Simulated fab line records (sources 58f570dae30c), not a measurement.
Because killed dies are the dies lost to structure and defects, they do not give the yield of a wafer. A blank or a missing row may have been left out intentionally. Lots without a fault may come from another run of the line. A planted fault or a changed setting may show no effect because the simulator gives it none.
Chamber matching || flow berkeleyCmos170 || 4 sister chambers for UCB170_ACTIVE_ETCH_15 on rieDiel-03
The step etches Si3N4 in CH3F/Ar/O2, stops on SiO2, target depth 242 nm, time 151 s. 4 wafers are shown with their chamber, then 7 later ones without.

## WAFERS WITH THEIR CHAMBER
{"wafer": "L910.1", "chamber": 2, "throttleValvePct (%)": 8.00}
{"wafer": "L910.3", "chamber": 1, "throttleValvePct (%)": 8.00}
{"wafer": "L915.2", "chamber": 0, "throttleValvePct (%)": 8.15}
{"wafer": "L915.3", "chamber": 3, "throttleValvePct (%)": 8.34}

## WAFERS WITHOUT THEIR CHAMBER
{"wafer": "L915.6", "throttleValvePct (%)": 8.15}
{"wafer": "L920.3", "throttleValvePct (%)": 7.99}
{"wafer": "L920.4", "throttleValvePct (%)": 8.33}
{"wafer": "L920.6", "throttleValvePct (%)": 8.00}
{"wafer": "L921.2", "throttleValvePct (%)": 8.01}
{"wafer": "L921.4", "throttleValvePct (%)": 8.32}
{"wafer": "L921.6", "throttleValvePct (%)": 7.99}

## WHICH CHAMBER EACH WENT THROUGH
{"wafer": "L915.6", "from the rows above": 0, "in truth": 0}
{"wafer": "L920.3", "from the rows above": "can't be placed: 1 or 2", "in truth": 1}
{"wafer": "L920.4", "from the rows above": 3, "in truth": 3}
{"wafer": "L920.6", "from the rows above": "can't be placed: 1 or 2", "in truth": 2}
{"wafer": "L921.2", "from the rows above": "can't be placed: 1 or 2", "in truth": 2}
{"wafer": "L921.4", "from the rows above": 3, "in truth": 3}
{"wafer": "L921.6", "from the rows above": "can't be placed: 1 or 2", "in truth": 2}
Correctly placed: 3 of 7. Unplaceable from these rows: 4, with the true chamber sitting among the candidates in 4. 0 placed wrongly.
How it was worked out, from the rows above alone: a wafer's distance from a chamber is the root of the sum, over the readings, of the square of ((its reading less the chamber's mean) divided by the reading's scatter). The wafer belongs to the nearest chamber; if the next one is less than 2 further off, it can't be placed. A chamber's mean is the mean of its shown wafers. The scatter: with one shown wafer a chamber, the root of the mean of the squares of how far each hidden wafer lies from its nearest shown one.
